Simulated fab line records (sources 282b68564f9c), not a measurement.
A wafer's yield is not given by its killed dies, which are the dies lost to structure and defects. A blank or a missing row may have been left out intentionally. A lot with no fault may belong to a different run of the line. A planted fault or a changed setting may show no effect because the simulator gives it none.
fab line records :: flow rit-cmos
record
  lots=6
  wafers=18
  last-day=7
route steps=202 shown ACTIVE@19 FOX1@20 FOX2@23 NWELL@28 M1@202
lots that met no fault: taken from a fault-free run of the same line
start-h: hours from the record's opening day to when the first of the lot's shown wafers began :: wait-h: hours elapsed since this lot's preceding step :: " repeats the value in the row above :: L1.1+2: one row covering several wafers at once :: - value missing, or start not given :: * or withheld: withheld :: < > ~ a bound
route shown NAME@n: names a module that has steps shown in the file, with the first one's number in the route :: usual: the fault-free wafers' mean and standard deviation :: same: alike in all rows :: chamber/n: place in a boat :: sites: readings site by site :: _std_site: the standard deviation of these :: _edge_site: inner sites' mean taken away from outer sites' mean :: radius-mm: for every site, how far away it sits from the centre of the wafer :: mask NAME#n: copy n :: behind: the last tool/chamber to shape the wafer :: hold: cause of the lot's hold/its duration in hours/its outcome :: device: names the non-switching transistor (n, p or np) :: end of line: the same wafers' tests at the end of the route :: a step with no rows: only its recipe :: killed: at the first sort, the dies lost to defects and structure; wafer yield is something else :: map: shows each die of a wafer: x if killed, . if not, _ if none is there
set.NAME: the run value of the setting; set.NAME@STEP: its run value at that earlier step :: model.NAME: the simulator's own value behind a step, which no gauge read
certain route steps with their lots: each step a table, each wafer a row
services: from which hour (start-h, from the record's first day; less than 0 if before it) a tool's chamber was out of use, for how many hours, and why
## steps
# step RIT_ACTIVE_CLEAN_17
# recipe
  chemistry=SC2
  mix=3:3:50
  time-s=600
  temp-c=75
  dry=n2-spin
# step RIT_FOX1_OXIDATION_00
# recipe
  temp-c=1100
  ambient=H2O
  target-thk-a=3507
  p-h2o-torr=720
  ox-time-s=1130
# step RIT_FOX1_THK_MEAS_01
# recipe
  reads=SiO2_of_FOX1_OXIDATION_00
# usual
  FOX1_OXIDE_THK=352/5.3
lot.wafer: L175.3
tool: film-metro-02
chamber: -
start-h: 53.60
wait-h: 0.0
FOX1_OXIDE_THK[nm]: 357

lot.wafer: L175.4
tool: film-metro-02
chamber: -
start-h: 53.60
wait-h: 0.0
FOX1_OXIDE_THK[nm]: 359

lot.wafer: L175.6
tool: film-metro-02
chamber: -
start-h: 53.60
wait-h: 0.0
FOX1_OXIDE_THK[nm]: 361

lot.wafer: L177.2
tool: film-metro-02
chamber: -
start-h: 65.10
wait-h: 0.0
FOX1_OXIDE_THK[nm]: 352

lot.wafer: L177.4
tool: film-metro-02
chamber: -
start-h: 65.10
wait-h: 0.0
FOX1_OXIDE_THK[nm]: 354

lot.wafer: L177.6
tool: film-metro-02
chamber: -
start-h: 65.10
wait-h: 0.0
FOX1_OXIDE_THK[nm]: 354

lot.wafer: L179.1
tool: film-metro-03
chamber: -
start-h: 75.31
wait-h: 0.0
FOX1_OXIDE_THK[nm]: 358

lot.wafer: L179.3
tool: film-metro-03
chamber: -
start-h: 75.31
wait-h: 0.0
FOX1_OXIDE_THK[nm]: 360

lot.wafer: L179.4
tool: film-metro-03
chamber: -
start-h: 75.31
wait-h: 0.0
FOX1_OXIDE_THK[nm]: 356

lot.wafer: L182.1
tool: film-metro-03
chamber: -
start-h: 89.01
wait-h: 0.0
FOX1_OXIDE_THK[nm]: 352

lot.wafer: L182.3
tool: film-metro-03
chamber: -
start-h: 89.01
wait-h: 0.0
FOX1_OXIDE_THK[nm]: 344

lot.wafer: L182.5
tool: film-metro-03
chamber: -
start-h: 89.01
wait-h: 0.0
FOX1_OXIDE_THK[nm]: 354

lot.wafer: L183.1
tool: film-metro-03
chamber: -
start-h: 94.53
wait-h: 0.0
FOX1_OXIDE_THK[nm]: 351

lot.wafer: L183.2
tool: film-metro-03
chamber: -
start-h: 94.53
wait-h: 0.0
FOX1_OXIDE_THK[nm]: 352

lot.wafer: L183.3
tool: film-metro-03
chamber: -
start-h: 94.53
wait-h: 0.0
FOX1_OXIDE_THK[nm]: 355

lot.wafer: L190.2
tool: film-metro-01
chamber: -
start-h: 132.67
wait-h: 0.0
FOX1_OXIDE_THK[nm]: 346

lot.wafer: L190.3
tool: film-metro-01
chamber: -
start-h: 132.67
wait-h: 0.0
FOX1_OXIDE_THK[nm]: 350

lot.wafer: L190.5
tool: film-metro-01
chamber: -
start-h: 132.67
wait-h: 0.0
FOX1_OXIDE_THK[nm]: 348
# step RIT_FOX1_WET_ETCH_02
# recipe
  chemistry=BOE
  target-depth-nm=350
  time-s=390
  temp-c=21.5
  dry=n2-spin
  dilution=10:1
  target=SiO2
# step RIT_FOX2_OXIDATION_00
# recipe
  temp-c=1100
  ambient=H2O
  target-thk-a=3507
  p-h2o-torr=720
  ox-time-s=1130
# step RIT_FOX2_THK_MEAS_01
# recipe
  reads=SiO2_of_FOX2_OXIDATION_00
# usual
  FOX2_OXIDE_THK=352/7.5
lot.wafer: L175.3
tool: film-metro-03
chamber: -
start-h: 55.11
wait-h: 0.0
FOX2_OXIDE_THK[nm]: 364

lot.wafer: L175.4
tool: film-metro-03
chamber: -
start-h: 55.11
wait-h: 0.0
FOX2_OXIDE_THK[nm]: 363

lot.wafer: L175.6
tool: film-metro-03
chamber: -
start-h: 55.11
wait-h: 0.0
FOX2_OXIDE_THK[nm]: 360

lot.wafer: L177.2
tool: film-metro-02
chamber: -
start-h: 66.81
wait-h: 0.0
FOX2_OXIDE_THK[nm]: 361

lot.wafer: L177.4
tool: film-metro-02
chamber: -
start-h: 66.81
wait-h: 0.0
FOX2_OXIDE_THK[nm]: 357

lot.wafer: L177.6
tool: film-metro-02
chamber: -
start-h: 66.81
wait-h: 0.0
FOX2_OXIDE_THK[nm]: 361

lot.wafer: L179.1
tool: film-metro-02
chamber: -
start-h: 78.55
wait-h: 0.0
FOX2_OXIDE_THK[nm]: 356

lot.wafer: L179.3
tool: film-metro-02
chamber: -
start-h: 78.55
wait-h: 0.0
FOX2_OXIDE_THK[nm]: 351

lot.wafer: L179.4
tool: film-metro-02
chamber: -
start-h: 78.55
wait-h: 0.0
FOX2_OXIDE_THK[nm]: 352

lot.wafer: L182.1
tool: film-metro-04
chamber: -
start-h: 90.66
wait-h: 0.0
FOX2_OXIDE_THK[nm]: 339

lot.wafer: L182.3
tool: film-metro-04
chamber: -
start-h: 90.66
wait-h: 0.0
FOX2_OXIDE_THK[nm]: 343

lot.wafer: L182.5
tool: film-metro-04
chamber: -
start-h: 90.66
wait-h: 0.0
FOX2_OXIDE_THK[nm]: 347

lot.wafer: L183.1
tool: film-metro-02
chamber: -
start-h: 96.92
wait-h: 0.0
FOX2_OXIDE_THK[nm]: 352

lot.wafer: L183.2
tool: film-metro-02
chamber: -
start-h: 96.92
wait-h: 0.0
FOX2_OXIDE_THK[nm]: 356

lot.wafer: L183.3
tool: film-metro-02
chamber: -
start-h: 96.92
wait-h: 0.0
FOX2_OXIDE_THK[nm]: 350

lot.wafer: L190.2
tool: film-metro-04
chamber: -
start-h: 134.16
wait-h: 0.0
FOX2_OXIDE_THK[nm]: 355

lot.wafer: L190.3
tool: film-metro-04
chamber: -
start-h: 134.16
wait-h: 0.0
FOX2_OXIDE_THK[nm]: 353

lot.wafer: L190.5
tool: film-metro-04
chamber: -
start-h: 134.16
wait-h: 0.0
FOX2_OXIDE_THK[nm]: 354
# step RIT_FOX2_CLEAN_02
# recipe
  chemistry=dHF
  dilution=50:1
  time-s=180
# step RIT_FOX2_WET_ETCH_03
# recipe
  chemistry=H3PO4
  target=Si3N4
  target-depth-nm=195
  temp-c=165
  time-s=2652
# step RIT_FOX2_THK_MEAS_90
# recipe
  reads=SiO2_of_FOX2_OXIDATION_00
# usual
  FIELD_OXIDE_LEFT_1_THK=325/7.5
lot.wafer: L175.3
tool: film-metro-03
chamber: -
start-h: 55.99
wait-h: 0.0
FIELD_OXIDE_LEFT_1_THK[nm]: 337

lot.wafer: L175.4
tool: film-metro-03
chamber: -
start-h: 55.99
wait-h: 0.0
FIELD_OXIDE_LEFT_1_THK[nm]: 337

lot.wafer: L175.6
tool: film-metro-03
chamber: -
start-h: 55.99
wait-h: 0.0
FIELD_OXIDE_LEFT_1_THK[nm]: 333

lot.wafer: L177.2
tool: film-metro-04
chamber: -
start-h: 67.69
wait-h: 0.0
FIELD_OXIDE_LEFT_1_THK[nm]: 334

lot.wafer: L177.4
tool: film-metro-04
chamber: -
start-h: 67.69
wait-h: 0.0
FIELD_OXIDE_LEFT_1_THK[nm]: 329

lot.wafer: L177.6
tool: film-metro-04
chamber: -
start-h: 67.69
wait-h: 0.0
FIELD_OXIDE_LEFT_1_THK[nm]: 334

lot.wafer: L179.1
tool: film-metro-04
chamber: -
start-h: 79.43
wait-h: 0.0
FIELD_OXIDE_LEFT_1_THK[nm]: 329

lot.wafer: L179.3
tool: film-metro-04
chamber: -
start-h: 79.43
wait-h: 0.0
FIELD_OXIDE_LEFT_1_THK[nm]: 324

lot.wafer: L179.4
tool: film-metro-04
chamber: -
start-h: 79.43
wait-h: 0.0
FIELD_OXIDE_LEFT_1_THK[nm]: 324

lot.wafer: L182.1
tool: film-metro-03
chamber: -
start-h: 91.54
wait-h: 0.0
FIELD_OXIDE_LEFT_1_THK[nm]: 312

lot.wafer: L182.3
tool: film-metro-03
chamber: -
start-h: 91.54
wait-h: 0.0
FIELD_OXIDE_LEFT_1_THK[nm]: 316

lot.wafer: L182.5
tool: film-metro-03
chamber: -
start-h: 91.54
wait-h: 0.0
FIELD_OXIDE_LEFT_1_THK[nm]: 319

lot.wafer: L183.1
tool: film-metro-04
chamber: -
start-h: 97.94
wait-h: 0.0
FIELD_OXIDE_LEFT_1_THK[nm]: 325

lot.wafer: L183.2
tool: film-metro-04
chamber: -
start-h: 97.94
wait-h: 0.0
FIELD_OXIDE_LEFT_1_THK[nm]: 329

lot.wafer: L183.3
tool: film-metro-04
chamber: -
start-h: 97.94
wait-h: 0.0
FIELD_OXIDE_LEFT_1_THK[nm]: 323

lot.wafer: L190.2
tool: film-metro-04
chamber: -
start-h: 135.04
wait-h: 0.0
FIELD_OXIDE_LEFT_1_THK[nm]: 328

lot.wafer: L190.3
tool: film-metro-04
chamber: -
start-h: 135.04
wait-h: 0.0
FIELD_OXIDE_LEFT_1_THK[nm]: 326

lot.wafer: L190.5
tool: film-metro-04
chamber: -
start-h: 135.04
wait-h: 0.0
FIELD_OXIDE_LEFT_1_THK[nm]: 327
# step RIT_NWELL_HMDS_00
# recipe
  prime-time-s=60
  prime-temp-c=140
# step RIT_NWELL_COAT_01
# recipe
  resist=NOVOLAK
  spin-rpm=2000
  resist-thk-nm=1300
# step RIT_NWELL_SOFTBAKE_02
# recipe
  resist=NOVOLAK
  temp-c=90
  time-s=60
# step RIT_NWELL_EXPOSE_03
# recipe
  mask-id=M2
  na=0.57
  target-cd-nm=43900
  dose-mj=250
lot.wafer: L175.3+4+6
tool: iline-stepper-01
chamber: 0
start-h: 56.52
wait-h: 0.1
mask: M2#0
model.NWELL.overlay-x-nm: 0.9188

lot.wafer: L177.2+4+6
tool: iline-stepper-01
chamber: 0
start-h: 68.33
wait-h: 0.2
mask: M2#0
model.NWELL.overlay-x-nm: -300.1

lot.wafer: L179.1+3+4
tool: iline-stepper-01
chamber: 0
start-h: 80.06
wait-h: 0.2
mask: M2#0
model.NWELL.overlay-x-nm: -300.5

lot.wafer: L182.1+3+5
tool: iline-stepper-02
chamber: 0
start-h: 92.05
wait-h: 0.1
mask: M2#0
model.NWELL.overlay-x-nm: 0.07445

lot.wafer: L183.1+2+3
tool: iline-stepper-02
chamber: 0
start-h: 98.45
wait-h: 0.1
mask: M2#0
model.NWELL.overlay-x-nm: -1.244

lot.wafer: L190.2+3+5
tool: iline-stepper-02
chamber: 0
start-h: 135.80
wait-h: 0.3
mask: M2#0
model.NWELL.overlay-x-nm: 1.442
# step RIT_NWELL_PEB_04
# recipe
  resist=NOVOLAK
  temp-c=withheld
  time-s=withheld
# step RIT_NWELL_DEVELOP_05
# recipe
  resist=NOVOLAK
  develop-time-s=68
  dev-temp-c=23
# step RIT_NWELL_OVL_MEAS_06
# usual
  NWELL_OVL=1.2/1.3
lot.wafer: L175.3
tool: overlay-02
chamber: -
start-h: 56.93
wait-h: -
NWELL_OVL[nm]: 1.5

lot.wafer: L175.4
tool: overlay-02
chamber: -
start-h: 56.93
wait-h: -
NWELL_OVL[nm]: 1.2

lot.wafer: L175.6
tool: overlay-02
chamber: -
start-h: 56.93
wait-h: -
NWELL_OVL[nm]: 2.4

lot.wafer: L177.2
tool: overlay-02
chamber: -
start-h: 68.75
wait-h: -
NWELL_OVL[nm]: -300.1

lot.wafer: L177.4
tool: overlay-02
chamber: -
start-h: 68.75
wait-h: -
NWELL_OVL[nm]: -298.5

lot.wafer: L177.6
tool: overlay-02
chamber: -
start-h: 68.75
wait-h: -
NWELL_OVL[nm]: -300.4

lot.wafer: L179.1
tool: overlay-02
chamber: -
start-h: 80.55
wait-h: -
NWELL_OVL[nm]: -297.9

lot.wafer: L179.3
tool: overlay-02
chamber: -
start-h: 80.55
wait-h: -
NWELL_OVL[nm]: -299.9

lot.wafer: L179.4
tool: overlay-02
chamber: -
start-h: 80.55
wait-h: -
NWELL_OVL[nm]: -298.6

lot.wafer: L182.1
tool: overlay-01
chamber: -
start-h: 92.48
wait-h: -
NWELL_OVL[nm]: 1.4

lot.wafer: L182.3
tool: overlay-01
chamber: -
start-h: 92.48
wait-h: -
NWELL_OVL[nm]: 0.4

lot.wafer: L182.5
tool: overlay-01
chamber: -
start-h: 92.48
wait-h: -
NWELL_OVL[nm]: 0.4

lot.wafer: L183.1
tool: overlay-02
chamber: -
start-h: 98.88
wait-h: -
NWELL_OVL[nm]: 0.4

lot.wafer: L183.2
tool: overlay-02
chamber: -
start-h: 98.88
wait-h: -
NWELL_OVL[nm]: -2.7

lot.wafer: L183.3
tool: overlay-02
chamber: -
start-h: 98.88
wait-h: -
NWELL_OVL[nm]: 0.8

lot.wafer: L190.2
tool: overlay-01
chamber: -
start-h: 136.22
wait-h: -
NWELL_OVL[nm]: 0.7

lot.wafer: L190.3
tool: overlay-01
chamber: -
start-h: 136.22
wait-h: -
NWELL_OVL[nm]: 2.2

lot.wafer: L190.5
tool: overlay-01
chamber: -
start-h: 136.22
wait-h: -
NWELL_OVL[nm]: 1.4
# step RIT_NWELL_HARDBAKE_07
# recipe
  resist=NOVOLAK
  temp-c=140
  time-s=120
# step RIT_M1_PROBE_99
# usual
  killed-at-contacts=0.0/0.2
  killed-at-front-end=7.0/2.8
  killed-dies=7.0/2.8
  killed-open=3.4/1.9
  killed-short=3.6/2
# same
  gross-dies=264
  killed_at_M0_to_M3=0
  killed_at_M4_up=0
  killed-at-back-side=0
  killed-at-other=0
lot.wafer: L175.3
tool: prober-01
chamber: -
start-h: 103.06
wait-h: 0.2
killed-at-contacts: 0
killed-at-front-end: 2
killed-dies: 2
killed-open: 2
killed-short: 0
model.etest.well-edge-right.line-ohm-um: 185.4
model.etest.well-edge-left.line-ohm-um: 184.8

lot.wafer: L175.4
tool: prober-01
chamber: -
start-h: 103.11
wait-h: 0.2
killed-at-contacts: 1
killed-at-front-end: 7
killed-dies: 8
killed-open: 4
killed-short: 4
model.etest.well-edge-right.line-ohm-um: 183
model.etest.well-edge-left.line-ohm-um: 185.6

lot.wafer: L175.6
tool: prober-01
chamber: -
start-h: 103.21
wait-h: 0.2
killed-at-contacts: 0
killed-at-front-end: 1
killed-dies: 1
killed-open: 0
killed-short: 1
model.etest.well-edge-right.line-ohm-um: 182.2
model.etest.well-edge-left.line-ohm-um: 184.7

lot.wafer: L177.2
tool: prober-01
chamber: -
start-h: 112.27
wait-h: 0.1
killed-at-contacts: 0
killed-at-front-end: 13
killed-dies: 13
killed-open: 7
killed-short: 6
model.etest.well-edge-right.line-ohm-um: 198.2
model.etest.well-edge-left.line-ohm-um: 170.6

lot.wafer: L177.4
tool: prober-01
chamber: -
start-h: 112.37
wait-h: 0.2
killed-at-contacts: 0
killed-at-front-end: 8
killed-dies: 8
killed-open: 7
killed-short: 1
model.etest.well-edge-right.line-ohm-um: 195.6
model.etest.well-edge-left.line-ohm-um: 169.7

lot.wafer: L177.6
tool: prober-01
chamber: -
start-h: 112.47
wait-h: 0.2
killed-at-contacts: 0
killed-at-front-end: 7
killed-dies: 7
killed-open: 3
killed-short: 4
model.etest.well-edge-right.line-ohm-um: 201.6
model.etest.well-edge-left.line-ohm-um: 169.8

lot.wafer: L179.1
tool: prober-01
chamber: -
start-h: 123.36
wait-h: 0.1
killed-at-contacts: 0
killed-at-front-end: 12
killed-dies: 12
killed-open: 6
killed-short: 6
model.etest.well-edge-right.line-ohm-um: 199.3
model.etest.well-edge-left.line-ohm-um: 169.7

lot.wafer: L179.3
tool: prober-01
chamber: -
start-h: 123.46
wait-h: 0.2
killed-at-contacts: 0
killed-at-front-end: 9
killed-dies: 9
killed-open: 4
killed-short: 5
model.etest.well-edge-right.line-ohm-um: 201.8
model.etest.well-edge-left.line-ohm-um: 168.9

lot.wafer: L179.4
tool: prober-01
chamber: -
start-h: 123.51
wait-h: 0.2
killed-at-contacts: 0
killed-at-front-end: 9
killed-dies: 9
killed-open: 4
killed-short: 5
model.etest.well-edge-right.line-ohm-um: 200.4
model.etest.well-edge-left.line-ohm-um: 170.1

lot.wafer: L182.1
tool: prober-02
chamber: -
start-h: 139.60
wait-h: 0.1
killed-at-contacts: 0
killed-at-front-end: 9
killed-dies: 9
killed-open: 4
killed-short: 5
model.etest.well-edge-right.line-ohm-um: 182.8
model.etest.well-edge-left.line-ohm-um: 182.4

lot.wafer: L182.3
tool: prober-02
chamber: -
start-h: 139.70
wait-h: 0.2
killed-at-contacts: 0
killed-at-front-end: 6
killed-dies: 6
killed-open: 0
killed-short: 6
model.etest.well-edge-right.line-ohm-um: 181.2
model.etest.well-edge-left.line-ohm-um: 182.2

lot.wafer: L182.5
tool: prober-02
chamber: -
start-h: 139.80
wait-h: 0.2
killed-at-contacts: 0
killed-at-front-end: 4
killed-dies: 4
killed-open: 2
killed-short: 2
model.etest.well-edge-right.line-ohm-um: 183.1
model.etest.well-edge-left.line-ohm-um: 182.2

lot.wafer: L183.1
tool: prober-01
chamber: -
start-h: 152.82
wait-h: 0.1
killed-at-contacts: 0
killed-at-front-end: 8
killed-dies: 8
killed-open: 4
killed-short: 4
model.etest.well-edge-right.line-ohm-um: 183.2
model.etest.well-edge-left.line-ohm-um: 183.1

lot.wafer: L183.2
tool: prober-01
chamber: -
start-h: 152.87
wait-h: 0.1
killed-at-contacts: 0
killed-at-front-end: 3
killed-dies: 3
killed-open: 1
killed-short: 2
model.etest.well-edge-right.line-ohm-um: 184.4
model.etest.well-edge-left.line-ohm-um: 183.5

lot.wafer: L183.3
tool: prober-01
chamber: -
start-h: 152.92
wait-h: 0.2
killed-at-contacts: 0
killed-at-front-end: 4
killed-dies: 4
killed-open: 2
killed-short: 2
model.etest.well-edge-right.line-ohm-um: 180.8
model.etest.well-edge-left.line-ohm-um: 182.4

lot.wafer: L190.2
tool: prober-01
chamber: -
start-h: 179.28
wait-h: 0.1
killed-at-contacts: 0
killed-at-front-end: 5
killed-dies: 5
killed-open: 3
killed-short: 2
model.etest.well-edge-right.line-ohm-um: 183.3
model.etest.well-edge-left.line-ohm-um: 182.8

lot.wafer: L190.3
tool: prober-01
chamber: -
start-h: 179.33
wait-h: 0.2
killed-at-contacts: 0
killed-at-front-end: 9
killed-dies: 9
killed-open: 2
killed-short: 7
model.etest.well-edge-right.line-ohm-um: 185.5
model.etest.well-edge-left.line-ohm-um: 184

lot.wafer: L190.5
tool: prober-01
chamber: -
start-h: 179.43
wait-h: 0.2
killed-at-contacts: 0
killed-at-front-end: 8
killed-dies: 8
killed-open: 5
killed-short: 3
model.etest.well-edge-right.line-ohm-um: 182.8
model.etest.well-edge-left.line-ohm-um: 180.7
# killed by level:class
L175.3 REOX:geometric-particle:open=1 SILICIDE:geometric-particle:open=1
L175.4 GATE:geometric-particle:short=2 FOX1:geometric-particle:short=1 GATE:geometric-particle:open=1 REOX:geometric-particle:open=1 SPACER:geometric-particle:open=1 SILICIDE:geometric-particle:open=1 CONTACT:geometric-particle:short=1
L175.6 FOX1:geometric-particle:short=1
L177.2 FOX2:geometric-particle:open=3 GATE:geometric-particle:short=2 GATE:geometric-particle:open=2 REOX:geometric-particle:short=2 FOX2:geometric-particle:short=1 SPACER:geometric-particle:open=1 SILICIDE:geometric-particle:short=1 SILICIDE:geometric-particle:open=1
L177.4 GATE:geometric-particle:open=3 SILICIDE:geometric-particle:open=3 FOX2:geometric-particle:open=1 REOX:geometric-particle:short=1
L177.6 SILICIDE:geometric-particle:open=2 SILICIDE:geometric-particle:short=2 GATE:geometric-particle:short=1 REOX:geometric-particle:short=1 SPACER:geometric-particle:open=1
L179.1 GATE:geometric-particle:short=3 FOX2:geometric-particle:open=2 FOX2:geometric-particle:short=2 FOX1:geometric-particle:short=1 GATE:geometric-particle:open=1 REOX:geometric-particle:open=1 SPACER:geometric-particle:open=1 SILICIDE:geometric-particle:open=1
L179.3 REOX:geometric-particle:short=5 FOX1:geometric-particle:open=3 SILICIDE:geometric-particle:open=1
L179.4 REOX:geometric-particle:short=3 FOX1:geometric-particle:open=1 FOX2:geometric-particle:open=1 GATE:geometric-particle:open=1 GATE:geometric-particle:short=1 REOX:geometric-particle:open=1 SILICIDE:geometric-particle:short=1
L182.1 SPACER:geometric-particle:short=2 SILICIDE:geometric-particle:short=2 ACTIVE:geometric-particle:open=1 FOX1:geometric-particle:open=1 FOX2:geometric-particle:short=1 GATE:geometric-particle:open=1 REOX:geometric-particle:open=1
L182.3 GATE:geometric-particle:short=3 ACTIVE:geometric-particle:short=1 REOX:geometric-particle:short=1 SPACER:geometric-particle:short=1
L182.5 GATE:geometric-particle:open=2 GATE:geometric-particle:short=1 SPACER:geometric-particle:short=1
L183.1 GATE:geometric-particle:open=3 GATE:geometric-particle:short=2 FOX1:geometric-particle:short=1 SPACER:geometric-particle:short=1 SPACER:geometric-particle:open=1
L183.2 FOX1:geometric-particle:short=1 FOX2:geometric-particle:open=1 SPACER:geometric-particle:short=1
L183.3 GATE:geometric-particle:short=1 GATE:geometric-particle:open=1 SPACER:geometric-particle:short=1 SPACER:geometric-particle:open=1
L190.2 FOX1:geometric-particle:short=1 GATE:geometric-particle:open=1 REOX:geometric-particle:open=1 SPACER:geometric-particle:open=1 SPACER:geometric-particle:short=1
L190.3 GATE:geometric-particle:short=4 FOX1:geometric-particle:short=2 GATE:geometric-particle:open=2 SPACER:geometric-particle:short=1
L190.5 GATE:geometric-particle:open=3 FOX1:geometric-particle:open=2 GATE:geometric-particle:short=2 SPACER:geometric-particle:short=1
## services
tool: iline-stepper-02
chamber: -
start-h: 61.37
hours: 1.7
kind: pm

tool: iline-stepper-01
chamber: -
start-h: 83.57
hours: 13.7
kind: repair

tool: iline-stepper-02
chamber: -
start-h: 104.00
hours: 2.4
kind: repair

tool: iline-stepper-01
chamber: -
start-h: 108.24
hours: 1.7
kind: repair

tool: iline-stepper-02
chamber: -
start-h: 115.72
hours: 8.9
kind: pm

tool: iline-stepper-02
chamber: 0
start-h: 129.29
hours: -
kind: calibration
## key
first-sign
  step=RIT_NWELL_OVL_MEAS_06
  reading=NWELL_OVL
  direction=down
  sigmas=99+
  usual=1.2
  struck=-299.2
effect none on later readings
model-effect
  step=RIT_NWELL_EXPOSE_03
  value=NWELL.overlay-x-nm
  without=-0.3002
  struck=-300.3
model-effect
  step=RIT_M1_PROBE_99
  value=etest.well-edge-right.line-ohm-um
  without=181.1
  struck=199.5
met-at RIT_NWELL_EXPOSE_03
struck-wafers L177.2,L177.4,L177.6,L179.1,L179.3,L179.4
tester-left-out L177,L179
onset-between 56.52 68.33
fault
  kind=scanner-matching-overlay
  tool=iline-stepper-01
  chamber=-
  onset-h=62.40
  steps=RIT_NWELL_EXPOSE_03
  offset=-300
# tester-left-out: of these lots the tester's yield and bins aren't shown, on N5 and GAA mostly nor the transistor test; their killed dies are dies lost to structure and defects alone, not to doping, threshold or leakage, so they don't give the yield
